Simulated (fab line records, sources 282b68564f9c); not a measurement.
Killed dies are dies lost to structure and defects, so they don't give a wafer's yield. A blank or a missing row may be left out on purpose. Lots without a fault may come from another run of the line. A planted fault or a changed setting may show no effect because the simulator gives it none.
A struck lot beside a sound one | flow rit_cmos | 17 steps out of a route of 202
Sound: wafers L349.1, L349.3, L349.5. Struck: wafers L367.1, L367.2, L367.4. The cause comes at the end.
At each step with rows: each side's tool, then ch and its chambers, then its first start. Under that, the readings that differ: sound wafers | struck wafers | difference of the means | sigmas: that difference in standard deviations of wafers without a fault.
alike: readings whose means differ by less than 2 such deviations, and words and numbers that are the same on both sides. not compared: withheld readings, readings that some wafer has no value for, bounds like >300 that may hide the same value, and numbers for which the record gives no deviation and whose values overlap.
The two part at a step that has a row with sigmas, a row that says differs or no value, or rows on one side only. Numbers that don't overlap but have no deviation are shown without sigmas and don't part them. A reading that every wafer of one side lacks parts them only if that side has two wafers or more.

first, 1 step without rows for these wafers: RIT_PRETRO_DEVELOP_05 (develop time 68 s).
RIT_PRETRO_OVL_MEAS_06:
  sound on overlay-01, day 2 13:05; struck on overlay-01, day 6 10:24
  alike: PRETRO_OVL
then, 2 steps without rows for these wafers: RIT_PRETRO_HARDBAKE_07 (time 120 s); RIT_PRETRO_IMPLANT_08.
RIT_PRETRO_STRIP_09: strips in O2, time 180 s.
  sound on plasma_asher-03 ch 0, day 2 13:32; struck on plasma_asher-03 ch 0,1, day 6 10:50
  alike: drypump_motor_current_A
  not compared: rf_hours_counter_h
RIT_PRETRO_TW_MEAS_10:
  sound on film_metro-04, day 2 13:42; struck on film_metro-01, day 6 11:01
  alike: PRETRO_TW
then, 5 steps without rows for these wafers: RIT_GATE_WET_ETCH_00 (etches SiO2 in BOE, target depth 56 nm, time 60 s); RIT_GATE_CLEAN_01 (cleans in SC1, time 600 s); RIT_GATE_CLEAN_02 (cleans in dHF, time 30 s); RIT_GATE_CLEAN_03 (cleans in SC2, time 600 s); RIT_GATE_CLEAN_04 (cleans in dHF, time 60 s).
RIT_FOX2_THK_MEAS_91:
  sound on film_metro-01, day 2 14:13; struck on film_metro-02, day 6 11:29
  alike: FIELD_OXIDE_LEFT_2_THK
RIT_GATE_OXIDATION_05: target thk 3 nm, ox time 270 s.
  sound on furnace-03 ch 0, day 2 14:50; struck on furnace-04 ch 0, day 6 13:39
  reading                                     | sound             | struck            | difference | sigmas
  model.SiO2_of_GATE_OXIDATION_05.thk_nm (nm) | 3.036 3.004 3.027 | 3.232 3.261 3.252 | +0.226     |
then, 1 step without rows for these wafers: RIT_GATE_ANNEAL_06 (time 600 s).
RIT_GATE_THK_MEAS_07:
  sound on film_metro-04, day 2 17:54; struck on film_metro-04, day 6 15:08
  reading             | sound          | struck         | difference | sigmas
  GATE_OXIDE_THK (nm) | 3.05 3.00 3.02 | 3.23 3.27 3.27 | +0.23      | +3
then, 1 step without rows for these wafers: RIT_GATE_CVD_08 (deposits poly-Si from SiH4, target thk 250 nm, time 2220 s).
RIT_M1_PROBE_99:
  sound on prober-01, day 3 16:35; struck on prober-01, day 7 14:53
  reading                             | sound             | struck            | difference | sigmas
  killed_at_front_end                 | 4 5 5             | 19 10 12          | +9         | +3
  killed_dies                         | 4 5 5             | 19 10 12          | +9         | +3
  killed_open                         | 3 1 3             | 11 4 7            | +5         | +2
  killed_short                        | 1 4 2             | 8 6 5             | +4         | +2
  model.etest.pmos_0p3.r_on_ohm_um    | 6346 6276 6347    | 6760 6867 6853    | +504       |
  model.etest.pmos_turned.r_on_ohm_um | 3514 3472 3526    | 3703 3671 3734    | +199       |
  model.etest.pmos_0p15.r_on_ohm_um   | 2818 2764 2806    | 2941 2929 2974    | +152       |
  model.etest.nmos_0p3.r_on_ohm_um    | 2209 2170 2188    | 2260 2247 2292    | +77        |
  model.etest.nmos_0p15.drive_ua_um   | 454.6 470.3 465.9 | 445.4 442.4 445.9 | -19.0      |
  model.etest.nmos_narrow.drive_ua_um | 212.6 216.2 221.2 | 206.3 203.7 202.4 | -12.5      |
  model.etest.nmos_0p3.drive_ua_um    | 219.1 222 219.7   | 207.7 203 203.6   | -15.5      |
  not compared: model.etest.nmos_0p15.r_on_ohm_um

WHERE THEY PART
First at RIT_GATE_THK_MEAS_07; last, within this record, at RIT_M1_PROBE_99.

WHY: what the simulator had put in
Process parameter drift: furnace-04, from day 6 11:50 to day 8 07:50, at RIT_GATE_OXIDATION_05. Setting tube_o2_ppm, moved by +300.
